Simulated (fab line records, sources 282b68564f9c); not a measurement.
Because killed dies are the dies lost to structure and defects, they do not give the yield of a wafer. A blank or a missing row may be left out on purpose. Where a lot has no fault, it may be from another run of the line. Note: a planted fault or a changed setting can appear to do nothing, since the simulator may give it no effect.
fab line records	flow rit_cmos
record: lots: 6	wafers: 18	last_day: 8
route steps=202 shown REOX@99 NLDD@103 PLDD@114 SPACER@125 NSD@131 SILICIDE@161 M1@202
lots that met no fault: taken from a fault-free run of the same line
start_h: the number of hours between the record's first day and the start of the first shown wafer of the lot	wait_h: how many hours have passed since the lot's step before this one	" unchanged from the row above	L1.1+2: a row that stands for several wafers	- no value present, or no start provided	* or withheld: withheld	< > ~ a bound
route shown NAME@n: NAME is a module with steps in the file, n the number in the route of the first one	usual: average and standard deviation across the fault-free wafers	same: alike in all rows	chamber/n: place in a boat	sites: per-site readings	_std_site: how widely they spread, as a standard deviation	_edge_site: mean of outer sites minus mean of inner sites	radius_mm: for every site, how far away it sits from the centre of the wafer	mask NAME#n: copy n	behind: the last tool/chamber to shape the wafer	hold: reason for holding the lot/hours on hold/outcome of the hold	device: transistor that didn't switch, given as n, p or np	end of line: tests run on the same wafers once the route is complete	a step given without rows: its recipe and nothing more	killed: the dies lost at the first sort to structure and to defects; this is not the yield of the wafer	map: per-die view of a wafer (x killed, . not killed, _ where there is no die)
set.NAME: setting as actually run; set.NAME@STEP: the setting as run at that earlier step	model.NAME: the simulator's own value behind a step, which no gauge read
lots at selected steps of the route; one table per step, one row per wafer
services: the hour from which a tool's chamber was out of use, counted from the record's first day as start_h (under 0 if before that day), plus the number of hours and why
== steps ==
step: RIT_REOX_CLEAN_01
recipe: chemistry: dHF	dilution: 50:1	time_s: 30
step: RIT_REOX_CLEAN_02
recipe: chemistry: SC2	mix: 3:3:50	time_s: 600	temp_c: 75	dry: n2_spin
step: RIT_REOX_OXIDATION_03
recipe: temp_c: 900	ambient: O2	target_thk_a: 252	ox_time_s: 5580
step: RIT_REOX_THK_MEAS_04
recipe: reads: SiO2_of_REOX_OXIDATION_03
usual: REOX_OXIDE_THK: 25.3/0.58
lot.wafer	tool	chamber	start_h	wait_h	REOX_OXIDE_THK[nm]
L407.3	film_metro-04	-	41.80	0.0	24.9
L407.5	"	-	"	"	24.9
L407.6	"	-	"	"	24.8
L417.1	film_metro-02	-	95.13	0.0	25.2
L417.2	"	-	"	"	25.6
L417.5	"	-	"	"	26.1
L425.2	film_metro-04	-	155.29	0.0	26.6
L425.3	"	-	"	"	26.4
L425.5	"	-	"	"	26.1
L426.1	film_metro-04	-	162.04	0.0	25.7
L426.5	"	-	"	"	25.8
L426.6	"	-	"	"	25.8
L427.1	film_metro-03	-	162.04	0.0	25.4
L427.4	"	-	"	"	25.2
L427.5	"	-	"	"	25.8
L429.4	film_metro-04	-	175.91	0.0	25.1
L429.5	"	-	"	"	24.9
L429.6	"	-	"	"	24.9
step: RIT_NLDD_HMDS_00
recipe: prime_time_s: 60	prime_temp_c: 140
step: RIT_NLDD_COAT_01
recipe: resist: NOVOLAK	spin_rpm: 3250	resist_thk_nm: 1000
step: RIT_NLDD_SOFTBAKE_02
recipe: resist: NOVOLAK	temp_c: 90	time_s: 60
step: RIT_NLDD_EXPOSE_03
recipe: mask_id: M7	na: 0.57	target_cd_nm: 40700	dose_mj: 250
step: RIT_NLDD_PEB_04
recipe: resist: NOVOLAK	temp_c: withheld	time_s: withheld
step: RIT_NLDD_DEVELOP_05
recipe: resist: NOVOLAK	develop_time_s: 50	dev_temp_c: 23
step: RIT_NLDD_OVL_MEAS_06
usual: NLDD_OVL: -0.5/1.6
lot.wafer	tool	chamber	start_h	wait_h	NLDD_OVL[nm]
L407.3	overlay-02	-	42.87	-	-1.6
L407.5	"	-	"	"	0.0
L407.6	"	-	"	"	0.2
L417.1	overlay-02	-	96.16	-	-0.5
L417.2	"	-	"	"	0.6
L417.5	"	-	"	"	1.1
L425.2	overlay-01	-	156.32	-	0.9
L425.3	"	-	"	"	0.2
L425.5	"	-	"	"	1.4
L426.1	overlay-02	-	163.92	-	-0.2
L426.5	"	-	"	"	-1.5
L426.6	"	-	"	"	0.5
L427.1	overlay-01	-	164.04	-	4.0
L427.4	"	-	"	"	1.8
L427.5	"	-	"	"	2.5
L429.4	overlay-01	-	177.27	-	-2.2
L429.5	"	-	"	"	-2.5
L429.6	"	-	"	"	-3.2
step: RIT_NLDD_HARDBAKE_07
recipe: resist: NOVOLAK	temp_c: 140	time_s: 60
step: RIT_NLDD_IMPLANT_08
recipe: species: P	energy_kev: 20	dose_cm2: 5e+14	tilt_deg: 7
lot.wafer	tool	chamber	start_h	wait_h
L407.3+5+6	implanter-02	0	43.13	0.1
L417.1+2+5	implanter-01	0	96.35	0.1
L425.2+3+5	implanter-02	0	156.52	0.1
L426.1+5+6	implanter-02	0	164.11	0.1
L427.1+4+5	implanter-03	0	164.22	0.1
L429.4+5+6	implanter-01	0	177.52	0.1
step: RIT_NLDD_STRIP_09
recipe: chemistry: O2	time_s: 180	resist: NOVOLAK	platen_temp_c: withheld	power_w: 500	pressure_mtorr: 4000	o2_flow_sccm: 4000
usual: drypump_motor_current_A: 5.9/0.46
same: time_s: 180
lot.wafer	tool	chamber	start_h	wait_h	drypump_motor_current_A	rf_hours_counter_h
L407.3	plasma_asher-03	1	43.29	0.1	6.8	-
L407.5	"	1	"	"	6.8	-
L407.6	"	0	"	"	6.0	-
L417.1	plasma_asher-02	1	96.50	0.1	5.5	44
L417.2	"	0	"	"	5.9	44
L417.5	"	1	"	"	5.5	-
L425.2	plasma_asher-03	1	156.65	0.1	6.8	51
L425.3	"	1	"	"	6.8	-
L425.5	"	0	"	"	6.0	-
L426.1	plasma_asher-01	0	164.26	0.1	5.4	35
L426.5	"	1	"	"	5.9	-
L426.6	"	0	"	"	5.4	-
L427.1	plasma_asher-02	0	164.37	0.1	5.9	4
L427.4	"	1	"	"	5.5	-
L427.5	"	1	"	"	5.4	-
L429.4	plasma_asher-02	0	177.65	0.1	5.9	-
L429.5	"	1	"	"	5.5	-
L429.6	"	0	"	"	5.9	-
step: RIT_NLDD_TW_MEAS_10
usual: NLDD_TW: 2505/28
lot.wafer	tool	chamber	start_h	wait_h	NLDD_TW
L407.3	film_metro-03	-	43.43	0.1	2549
L407.5	"	-	"	"	2535
L407.6	"	-	"	"	2540
L417.1	film_metro-02	-	96.67	0.1	2484
L417.2	"	-	"	"	2508
L417.5	"	-	"	"	2494
L425.2	film_metro-02	-	156.83	0.1	2464
L425.3	"	-	"	"	2458
L425.5	"	-	"	"	2451
L426.1	film_metro-01	-	164.43	0.1	2439
L426.5	"	-	"	"	2446
L426.6	"	-	"	"	2459
L427.1	film_metro-03	-	164.55	0.1	2559
L427.4	"	-	"	"	2543
L427.5	"	-	"	"	2549
L429.4	film_metro-02	-	177.80	0.1	2486
L429.5	"	-	"	"	2482
L429.6	"	-	"	"	2478
step: RIT_PLDD_HMDS_00
recipe: prime_time_s: 60	prime_temp_c: 140
step: RIT_PLDD_COAT_01
recipe: resist: NOVOLAK	spin_rpm: 3250	resist_thk_nm: 1000
step: RIT_PLDD_SOFTBAKE_02
recipe: resist: NOVOLAK	temp_c: 90	time_s: 60
step: RIT_PLDD_EXPOSE_03
recipe: mask_id: M8	na: 0.57	target_cd_nm: 40900	dose_mj: 250
step: RIT_PLDD_PEB_04
recipe: resist: NOVOLAK	temp_c: withheld	time_s: withheld
step: RIT_PLDD_DEVELOP_05
recipe: resist: NOVOLAK	develop_time_s: 50	dev_temp_c: 23
step: RIT_PLDD_OVL_MEAS_06
usual: PLDD_OVL: -0.4/1.4
lot.wafer	tool	chamber	start_h	wait_h	PLDD_OVL[nm]
L407.3	overlay-02	-	44.33	-	-1.4
L407.5	"	-	"	"	0.5
L407.6	"	-	"	"	-2.6
L417.1	overlay-02	-	97.58	-	-2.3
L417.2	"	-	"	"	-3.2
L417.5	"	-	"	"	-2.2
L425.2	overlay-02	-	157.95	-	0.4
L425.3	"	-	"	"	0.4
L425.5	"	-	"	"	2.2
L426.1	overlay-02	-	165.34	-	-0.7
L426.5	"	-	"	"	-2.1
L426.6	"	-	"	"	-1.7
L427.1	overlay-01	-	165.49	-	0.5
L427.4	"	-	"	"	0.9
L427.5	"	-	"	"	-0.9
L429.4	overlay-02	-	179.44	-	-1.4
L429.5	"	-	"	"	0.6
L429.6	"	-	"	"	-0.8
step: RIT_PLDD_HARDBAKE_07
recipe: resist: NOVOLAK	temp_c: 140	time_s: 60
step: RIT_PLDD_IMPLANT_08
recipe: species: BF2	energy_kev: 20	dose_cm2: 9e+14	tilt_deg: 7
step: RIT_PLDD_STRIP_09
recipe: chemistry: O2	time_s: 180	resist: NOVOLAK	platen_temp_c: withheld	power_w: 500	pressure_mtorr: 4000	o2_flow_sccm: 4000
usual: drypump_motor_current_A: 5.9/0.47
same: time_s: 180
lot.wafer	tool	chamber	start_h	wait_h	drypump_motor_current_A	rf_hours_counter_h
L407.3	plasma_asher-04	1	44.71	0.1	5.4	-
L407.5	"	1	"	"	5.4	-
L407.6	"	0	"	"	5.8	-
L417.1	plasma_asher-03	1	97.92	0.1	6.8	46
L417.2	"	0	"	"	6.0	46
L417.5	"	1	"	"	6.8	-
L425.2	plasma_asher-03	1	158.28	0.1	6.8	51
L425.3	"	1	"	"	6.8	-
L425.5	"	1	"	"	6.8	-
L426.1	plasma_asher-02	1	165.71	0.1	5.5	4
L426.5	"	1	"	"	5.4	-
L426.6	"	0	"	"	5.9	-
L427.1	plasma_asher-03	1	165.83	0.1	6.8	52
L427.4	"	1	"	"	6.8	-
L427.5	"	1	"	"	6.8	-
L429.4	plasma_asher-04	0	179.81	0.1	5.8	-
L429.5	"	0	"	"	5.7	-
L429.6	"	1	"	"	5.4	-
step: RIT_PLDD_TW_MEAS_10
usual: PLDD_TW: 2366/25
lot.wafer	tool	chamber	start_h	wait_h	PLDD_TW
L407.3	film_metro-01	-	44.85	0.1	2353
L407.5	"	-	"	"	2349
L407.6	"	-	"	"	2349
L417.1	film_metro-02	-	98.09	0.1	2344
L417.2	"	-	"	"	2355
L417.5	"	-	"	"	2353
L425.2	film_metro-01	-	158.46	0.1	2345
L425.3	"	-	"	"	2336
L425.5	"	-	"	"	2342
L426.1	film_metro-01	-	165.88	0.1	2354
L426.5	"	-	"	"	2330
L426.6	"	-	"	"	2333
L427.1	film_metro-02	-	166.00	0.1	2349
L427.4	"	-	"	"	2353
L427.5	"	-	"	"	2359
L429.4	film_metro-03	-	179.96	0.1	2403
L429.5	"	-	"	"	2408
L429.6	"	-	"	"	2403
step: RIT_SPACER_CLEAN_00
recipe: chemistry: SC1	mix: 3:3:50	time_s: 600	temp_c: 75
step: RIT_SPACER_CLEAN_01
recipe: chemistry: dHF	dilution: 50:1	time_s: 30
step: RIT_SPACER_CLEAN_02
recipe: chemistry: SC2	mix: 3:3:50	time_s: 600	temp_c: 75	dry: n2_spin
step: RIT_SPACER_CVD_03
recipe: material: Si3N4	target_thk_nm: 250	temp_c: 810	precursor: SiH2Cl2/NH3	time_s: 3300	pressure_mtorr: 300	sih2cl2_flow_sccm: 60	nh3_flow_sccm: 150
step: RIT_SPACER_THK_MEAS_04
recipe: reads: Si3N4_of_SPACER_CVD_03
usual: SPACER_NITRIDE_THK: 250.0/2.8
lot.wafer	tool	chamber	start_h	wait_h	SPACER_NITRIDE_THK[nm]
L407.3	film_metro-01	-	48.20	0.0	245.4
L407.5	"	-	"	"	246.6
L407.6	"	-	"	"	247.7
L417.1	film_metro-04	-	100.45	0.0	251.1
L417.2	"	-	"	"	249.0
L417.5	"	-	"	"	248.1
L425.2	film_metro-01	-	160.88	0.0	250.4
L425.3	"	-	"	"	251.2
L425.5	"	-	"	"	249.0
L426.1	film_metro-04	-	168.24	0.0	255.3
L426.5	"	-	"	"	252.2
L426.6	"	-	"	"	253.2
L427.1	film_metro-01	-	168.34	0.0	252.4
L427.4	"	-	"	"	251.5
L427.5	"	-	"	"	252.7
L429.4	film_metro-02	-	182.71	0.0	248.3
L429.5	"	-	"	"	249.0
L429.6	"	-	"	"	245.4
step: RIT_SPACER_ETCHBACK_05
recipe: target_depth_a: 2500	SF6_flow_sccm: 30	CHF3_flow_sccm: 30	target: Si3N4	chemistry: SF6/CHF3	pressure_mtorr: 40	rf_w: 250	time_s: 240	stop_on: SiO2
usual: drypump_motor_current_A: 5.9/0.45	oes_product_au: 0.845/0.018	throttle_valve_pct: 10.26/0.15
same: time_s: 240
lot.wafer	tool	chamber	start_h	wait_h	drypump_motor_current_A	oes_product_au	rf_hours_counter_h	throttle_valve_pct
L407.3	rie_diel-04	0	48.24	0.0	6.2	0.836	7	10.37
L407.5	"	0	"	"	6.2	0.838	-	10.36
L407.6	"	1	"	"	5.7	0.808	-	10.22
L417.1	rie_diel-04	2	100.51	0.1	5.5	0.864	6	10.49
L417.2	"	3	"	"	6.8	0.841	6	10.25
L417.5	"	2	"	"	5.5	0.866	-	10.50
L425.2	rie_diel-03	1	160.93	0.0	5.8	0.858	99	10.38
L425.3	"	0	"	"	5.5	0.830	88	9.99
L425.5	"	2	"	"	5.6	0.844	-	10.16
L426.1	rie_diel-04	1	168.30	0.1	5.7	0.830	0	10.21
L426.5	"	0	"	"	6.2	0.852	-	10.35
L426.6	"	3	"	"	6.8	0.840	-	10.23
L427.1	rie_diel-03	2	168.40	0.1	5.6	0.855	44	10.16
L427.4	"	1	"	"	5.8	0.855	99	10.38
L427.5	"	3	"	"	5.5	0.872	-	10.12
L429.4	rie_diel-04	3	182.74	0.0	6.8	0.829	8	10.21
L429.5	"	3	"	"	6.8	0.828	-	10.22
L429.6	"	0	"	"	6.2	0.828	-	10.36
step: RIT_NSD_HMDS_00
recipe: prime_time_s: 60	prime_temp_c: 140
step: RIT_NSD_COAT_01
recipe: resist: NOVOLAK	spin_rpm: 3250	resist_thk_nm: 1000
step: RIT_NSD_SOFTBAKE_02
recipe: resist: NOVOLAK	temp_c: 90	time_s: 60
step: RIT_NSD_EXPOSE_03
recipe: mask_id: M9	na: 0.57	target_cd_nm: 40700	dose_mj: 250
step: RIT_NSD_PEB_04
recipe: resist: NOVOLAK	temp_c: withheld	time_s: withheld
step: RIT_NSD_DEVELOP_05
recipe: resist: NOVOLAK	develop_time_s: 50	dev_temp_c: 23
step: RIT_NSD_OVL_MEAS_06
usual: NSD_OVL: 0.5/1.4
lot.wafer	tool	chamber	start_h	wait_h	NSD_OVL[nm]
L407.3	overlay-02	-	49.26	-	-0.7
L407.5	"	-	"	"	0.0
L407.6	"	-	"	"	-0.1
L417.1	overlay-02	-	101.55	-	0.1
L417.2	"	-	"	"	-1.3
L417.5	"	-	"	"	0.4
L425.2	overlay-01	-	162.10	-	2.3
L425.3	"	-	"	"	2.1
L425.5	"	-	"	"	1.4
L426.1	overlay-02	-	169.30	-	0.8
L426.5	"	-	"	"	1.0
L426.6	"	-	"	"	0.3
L427.1	overlay-01	-	169.42	-	0.5
L427.4	"	-	"	"	-1.2
L427.5	"	-	"	"	-1.0
L429.4	overlay-01	-	184.00	-	-0.3
L429.5	"	-	"	"	-0.6
L429.6	"	-	"	"	1.4
step: RIT_NSD_HARDBAKE_07
recipe: resist: NOVOLAK	temp_c: 140	time_s: 60
step: RIT_NSD_IMPLANT_08
recipe: species: P	energy_kev: 25	dose_cm2: 1e+15	tilt_deg: 7
step: RIT_NSD_STRIP_09
recipe: chemistry: O2	time_s: 180	resist: NOVOLAK	platen_temp_c: withheld	power_w: 500	pressure_mtorr: 4000	o2_flow_sccm: 4000
usual: drypump_motor_current_A: 5.61/0.2
same: time_s: 180
lot.wafer	tool	chamber	start_h	wait_h	drypump_motor_current_A	rf_hours_counter_h
L407.3	plasma_asher-02	1	49.64	0.1	5.47	-
L407.5	"	1	"	"	5.47	-
L407.6	"	0	"	"	5.92	-
L417.1	plasma_asher-04	0	101.88	0.1	5.74	47
L417.2	"	1	"	"	5.39	47
L417.5	"	0	"	"	5.75	-
L425.2	plasma_asher-04	0	162.65	0.1	5.75	52
L425.3	"	1	"	"	5.40	-
L425.5	"	1	"	"	5.40	-
L426.1	plasma_asher-04	0	169.64	0.1	5.78	53
L426.5	"	0	"	"	5.75	-
L426.6	"	1	"	"	5.40	-
L427.1	plasma_asher-02	1	169.75	0.1	5.49	5
L427.4	"	0	"	"	5.86	-
L427.5	"	0	"	"	5.82	-
L429.4	plasma_asher-01	0	184.38	0.1	5.38	-
L429.5	"	1	"	"	5.83	-
L429.6	"	0	"	"	5.41	-
step: RIT_SDANNEAL_RS_MEAS_07
recipe: thk_meas_gauge: four-point-probe
usual: NLDD_RS: 151.6/0.57
lot.wafer	tool	chamber	start_h	wait_h	hold	NLDD_RS[ohm/sq]
L407.3	film_metro-01	-	52.19	0.1	-	150.6
L407.5	"	-	"	"	-	151.6
L407.6	"	-	"	"	-	151.3
L417.1	film_metro-02	-	104.45	0.1	-	151.3
L417.2	"	-	"	"	-	150.9
L417.5	"	-	"	"	-	151.4
L425.2	film_metro-02	-	172.55	0.1	await_dispo/0.2h/release	158.2
L425.3	"	-	"	"	await_dispo/0.2h/release	158.3
L425.5	"	-	"	"	await_dispo/0.2h/release	157.9
L425.2	film_metro-02	-	172.94	0.4	-	158.0
L425.3	"	-	"	"	-	157.7
L425.5	"	-	"	"	-	158.0
L426.1	film_metro-03	-	172.77	0.1	await_dispo/0.2h/release	157.4
L426.5	"	-	"	"	await_dispo/0.2h/release	157.2
L426.6	"	-	"	"	await_dispo/0.2h/release	157.3
L426.1	film_metro-03	-	173.18	0.4	-	157.4
L426.5	"	-	"	"	-	157.5
L426.6	"	-	"	"	-	157.5
L427.1	film_metro-01	-	172.98	0.1	-	151.9
L427.4	"	-	"	"	-	151.9
L427.5	"	-	"	"	-	151.2
L429.4	film_metro-02	-	187.38	0.1	-	151.9
L429.5	"	-	"	"	-	152.7
L429.6	"	-	"	"	-	151.9
step: RIT_SILICIDE_WET_ETCH_00
recipe: chemistry: BOE	target: SiO2	target_depth_nm: 14	time_s: 15	dry: n2_spin	dilution: 10:1	temp_c: 21.5
same: time_s: 15
lot.wafer	tool	chamber	start_h	wait_h	hold
L407.3+5+6	wet_bench-02	3	52.27	0.1	-
L417.1+2+5	wet_bench-02	3	104.57	0.1	-
L427.1+4+5	wet_bench-03	0	173.10	0.1	-
L425.2+3+5	wet_bench-03	3	174.04	1.1	await_dispo/1.0h/release
L426.1+5+6	wet_bench-03	0	174.83	1.6	await_dispo/1.5h/release
L429.4+5+6	wet_bench-02	2	187.44	0.0	-
step: RIT_M1_PROBE_99
usual: killed_at_M0_to_M3: 0.0/0.14	killed_at_front_end: 7/3.1	killed_dies: 7/3.1	killed_on_rim: 1.9/1.5	killed_open: 3.8/2.3	killed_short: 3.2/1.9
same: gross_dies: 264	killed_at_M4_up: 0	killed_at_back_side: 0	killed_at_contacts: 0	killed_at_other: 0
lot.wafer	tool	chamber	start_h	wait_h	killed_at_M0_to_M3	killed_at_front_end	killed_dies	killed_on_rim	killed_open	killed_short
L407.3	prober-01	-	59.96	0.2	0	12	12	2	8	4
L407.5	prober-01	-	60.06	0.2	0	14	14	3	7	7
L407.6	prober-01	-	60.11	0.2	0	13	13	3	4	9
L417.1	prober-01	-	111.46	0.1	0	4	4	1	3	1
L417.2	prober-01	-	111.51	0.1	0	8	8	4	3	5
L417.5	prober-01	-	111.66	0.2	0	7	7	2	4	3
L427.1	prober-02	-	181.89	0.1	0	3	3	1	2	1
L427.4	prober-02	-	182.04	0.2	0	9	9	3	2	7
L427.5	prober-02	-	182.09	0.2	0	4	4	0	1	3
L425.2	prober-02	-	182.13	0.1	0	7	7	3	5	2
L425.3	prober-02	-	182.18	0.2	0	5	5	2	3	2
L425.5	prober-02	-	182.28	0.2	0	7	7	2	6	1
L426.1	prober-01	-	183.39	0.1	0	8	8	0	4	4
L426.5	prober-01	-	183.59	0.2	0	1	1	0	0	1
L426.6	prober-01	-	183.64	0.2	0	6	6	1	3	3
L429.4	prober-01	-	195.99	0.2	1	8	9	2	3	6
L429.5	prober-01	-	196.04	0.2	0	12	12	4	6	6
L429.6	prober-01	-	196.09	0.2	0	3	3	1	2	1
killed by level:class
L407.3 GATE:geometric_particle:open=3 SPACER:geometric_particle:open=3 FOX1:geometric_particle:open=1 FOX1:geometric_particle:short=1 FOX2:geometric_particle:open=1 GATE:geometric_particle:short=1 SPACER:geometric_particle:short=1 SILICIDE:geometric_particle:short=1
L407.5 SILICIDE:geometric_particle:short=4 FOX1:geometric_particle:open=2 GATE:geometric_particle:short=2 GATE:geometric_particle:open=2 SILICIDE:geometric_particle:open=2 REOX:geometric_particle:open=1 SPACER:geometric_particle:short=1
L407.6 GATE:geometric_particle:short=4 FOX1:geometric_particle:short=2 FOX1:geometric_particle:open=2 SILICIDE:geometric_particle:short=2 GATE:geometric_particle:open=1 REOX:geometric_particle:short=1 SILICIDE:geometric_particle:open=1
L417.1 GATE:geometric_particle:open=2 GATE:geometric_particle:short=1 SPACER:geometric_particle:open=1
L417.2 FOX1:geometric_particle:open=2 GATE:geometric_particle:short=2 REOX:geometric_particle:short=2 REOX:geometric_particle:open=1 SILICIDE:geometric_particle:short=1
L417.5 GATE:geometric_particle:short=3 GATE:geometric_particle:open=2 REOX:geometric_particle:open=1 SILICIDE:geometric_particle:open=1
L427.1 FOX2:geometric_particle:short=1 GATE:geometric_particle:open=1 SILICIDE:geometric_particle:open=1
L427.4 GATE:geometric_particle:short=5 FOX1:geometric_particle:short=2 GATE:geometric_particle:open=2
L427.5 SILICIDE:geometric_particle:short=2 GATE:geometric_particle:open=1 REOX:geometric_particle:short=1
L425.2 GATE:geometric_particle:open=2 REOX:geometric_particle:open=2 FOX1:geometric_particle:short=1 GATE:geometric_particle:short=1 SPACER:geometric_particle:open=1
L425.3 SPACER:geometric_particle:open=2 GATE:geometric_particle:open=1 GATE:geometric_particle:short=1 SPACER:geometric_particle:short=1
L425.5 SPACER:geometric_particle:open=4 GATE:geometric_particle:open=1 GATE:geometric_particle:short=1 REOX:geometric_particle:open=1
L426.1 GATE:geometric_particle:open=4 REOX:geometric_particle:short=3 GATE:geometric_particle:short=1
L426.5 GATE:geometric_particle:short=1
L426.6 REOX:geometric_particle:open=2 FOX1:geometric_particle:short=1 FOX2:geometric_particle:short=1 GATE:geometric_particle:open=1 REOX:geometric_particle:short=1
L429.4 GATE:geometric_particle:short=2 FOX1:geometric_particle:open=1 FOX1:geometric_particle:short=1 GATE:geometric_particle:open=1 REOX:geometric_particle:short=1 SPACER:geometric_particle:short=1 SPACER:geometric_particle:open=1 M1:geometric_particle:short=1
L429.5 GATE:geometric_particle:short=5 REOX:geometric_particle:open=2 SPACER:geometric_particle:open=2 FOX2:geometric_particle:short=1 GATE:geometric_particle:open=1 SILICIDE:geometric_particle:open=1
L429.6 GATE:geometric_particle:open=2 SPACER:geometric_particle:short=1
== services ==
tool	chamber	start_h	hours	kind
rie_diel-04	-	30.20	2.8	pm
implanter-01	-	48.89	1.2	repair
implanter-02	-	66.75	1.5	repair
plasma_asher-02	-	74.68	1.6	repair
wet_bench-03	-	74.90	1.9	pm
rie_diel-03	2	97.27	7.3	repair
implanter-01	-	99.99	3.6	pm
wet_bench-03	-	107.65	11.5	repair
plasma_asher-02	-	108.75	9.0	pm
plasma_asher-02	0	108.75	9.0	vent_cycle
plasma_asher-02	1	108.75	9.0	vent_cycle
implanter-02	-	111.70	21.1	pm
plasma_asher-02	0	117.75	-	clean
implanter-01	-	123.96	0.8	repair
implanter-01	-	129.69	35.5	repair
implanter-02	-	132.78	2.1	pm
rie_diel-04	2	144.64	3.8	repair
rie_diel-04	-	148.14	0.9	repair
implanter-03	-	155.03	2.2	repair
rie_diel-04	3	157.77	2.6	repair
rie_diel-03	2	168.89	3.0	repair
plasma_asher-01	-	169.32	2.1	repair
implanter-01	-	169.72	0.7	repair
implanter-03	-	174.37	1.2	repair
== key ==
first_sign: step: RIT_NLDD_TW_MEAS_10	reading: NLDD_TW	direction: down	sigmas: 1.9	usual: 2505	struck: 2453
effect: step: RIT_SDANNEAL_RS_MEAS_07	reading: NLDD_RS	direction: up	sigmas: 11	usual: 151.6	struck: 157.7
met_at RIT_NLDD_IMPLANT_08
struck_wafers L425.2,L425.3,L425.5,L426.1,L426.5,L426.6
tester_left_out L425,L426
onset_between 43.13 156.52
also_fits RIT_NSD_STRIP_09:plasma_asher-04
fault: kind: process_parameter_drift	tool: implanter-02	chamber: -	onset_h: 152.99	steps: RIT_NLDD_IMPLANT_08	channel: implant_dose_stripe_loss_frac	offset: 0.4	shape: step	end_h: 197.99
tester_left_out: of these lots the tester's yield and bins aren't shown, on N5 and GAA mostly nor the transistor test; their killed dies are dies lost to structure and defects alone, not to doping, threshold or leakage, so they don't give the yield
